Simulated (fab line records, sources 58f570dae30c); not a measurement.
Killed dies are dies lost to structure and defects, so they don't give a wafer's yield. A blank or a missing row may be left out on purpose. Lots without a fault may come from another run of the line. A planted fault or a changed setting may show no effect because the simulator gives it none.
Split-lot experiment | flow berkeley_cmos170 | 5 lots, 23 wafers read, on a route of 331 steps

THE SPLIT
At UCB170_M3_EXPOSE_12 (exposes mask METAL3, target cd 700 nm), the setting dose_mj was moved away from the recipe's 26 on 7 of the 23 wafers read, by -6.6% to +6.3%. The other wafers ran this setting at the recipe's value.

FROM THE SPLIT TO THE READING: what the file shows between them, 6 steps
- UCB170_M3_PEB_13
- UCB170_M3_DEVELOP_14: develop time 45 s
- UCB170_M3_CD_MEAS_15: target cd 700 nm
- UCB170_M3_ETCH_17: etches BARC in N2/H2
- UCB170_M3_METAL_ETCH_18: etches Al in Cl2/BCl3, stops on SiO2, target depth 1170 nm, time 195 s
- UCB170_M3_STRIP_19: strips in O2

THE READING
cd_nm, in nm, at UCB170_M3_CD_MEAS_90 (target cd 700 nm). Fault-free wafers of this fab line usually give 703 nm, standard deviation 3.2 nm.

wafer  | tool, chamber at the split | dose_mj as run | against the recipe | cd_nm, nm | against lot-mates on the recipe
L078.1 | krf_scanner-02, 0          | 26             | recipe             | 707       | -
L078.2 | krf_scanner-02, 0          | 26             | recipe             | 706       | -
L078.3 | krf_scanner-02, 0          | 25.07          | -3.6%              | 714       | +8
L078.4 | krf_scanner-02, 0          | 25.07          | -3.6%              | 711       | +5
L078.5 | krf_scanner-02, 0          | 26             | recipe             | 706       | -
L083.1 | krf_scanner-02, 0          | 26             | recipe             | 706       | -
L083.2 | krf_scanner-02, 0          | 26             | recipe             | 701       | -
L083.4 | krf_scanner-02, 0          | 26             | recipe             | 702       | -
L083.5 | krf_scanner-02, 0          | 26             | recipe             | 706       | -
L083.6 | krf_scanner-02, 0          | 26             | recipe             | 700       | -
L082.1 | krf_scanner-01, 0          | 26             | recipe             | 706       | -
L082.2 | krf_scanner-01, 0          | 27.63          | +6.3%              | 696       | -10
L082.3 | krf_scanner-01, 0          | 26             | recipe             | 707       | -
L082.4 | krf_scanner-01, 0          | 27.63          | +6.3%              | 697       | -9
L082.5 | krf_scanner-01, 0          | 26             | recipe             | 706       | -
L085.1 | krf_scanner-01, 0          | 26             | recipe             | 707       | -
L085.2 | krf_scanner-01, 0          | 24.28          | -6.6%              | 717       | +11
L085.3 | krf_scanner-01, 0          | 26             | recipe             | 705       | -
L085.4 | krf_scanner-01, 0          | 24.28          | -6.6%              | 713       | +7
L085.6 | krf_scanner-01, 0          | 24.28          | -6.6%              | 720       | +14
L084.1 | krf_scanner-02, 0          | 26             | recipe             | 700       | -
L084.5 | krf_scanner-02, 0          | 26             | recipe             | 700       | -
L084.6 | krf_scanner-02, 0          | 26             | recipe             | 701       | -

THE FIT
A straight line over all 23 wafers: cd_nm changes by -1.68 nm for each +1% of dose_mj; r = -0.89; the points scatter about the line by 2.9 nm.
The same after taking each lot's own level away (the mean of its wafers on the recipe; 23 wafers): -1.61 nm for each +1%; r = -0.95; scatter 1.8 nm.
On that fit, the largest move of dose_mj shifts the reading by 11 nm.
The lots' own levels span 700.3 to 706.3 nm, that is 1.9 times the standard deviation above.
So the lot-to-lot level changes the slope little: the two slopes agree.
Check: with one of the wafers moved furthest among these (-6.6%) left out of the fit, the line predicts +10.6 nm for it against its lot-mates. It came out at +11 nm against them.

OTHER SPLITS ON THESE WAFERS
These wafers also went through other splits before the reading. Each is held against what the fit with the lots' levels taken away leaves over:
other split on the same wafers  | wafers away from the commonest value | r with cd_nm (lot level and that fit taken away)
UCB170_V2_COAT_07 resist_thk_nm | 10                                   | +0.07
UCB170_M3_SPUTTER_01 power_w    | 5                                    | +0.45

THE WHOLE CHAIN: every reading that the file lists as answering this split, in the file's order
step                    | what it does                                                           | reading                                                   | change (the file's fit)              | r (the file's)
UCB170_M3_CD_MEAS_15    | target cd 700 nm                                                       | cd_nm                                                     | -1.78 nm for each +1% of the setting | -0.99
UCB170_M3_ETCH_17       | etches BARC in N2/H2                                                   | M3.cd_nm (the simulator's own value, which no gauge read) | -1.82 nm for each +1% of the setting | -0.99
UCB170_M3_METAL_ETCH_18 | etches Al in Cl2/BCl3, stops on SiO2, target depth 1170 nm, time 195 s | M3.cd_nm (the simulator's own value, which no gauge read) | -1.64 nm for each +1% of the setting | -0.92
UCB170_M3_CD_MEAS_90    | target cd 700 nm                                                       | cd_nm                                                     | -1.63 nm for each +1% of the setting | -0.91

THE FILE'S OWN FIT
cd_nm changes by -1.63 nm for each +1% of dose_mj, r = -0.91.
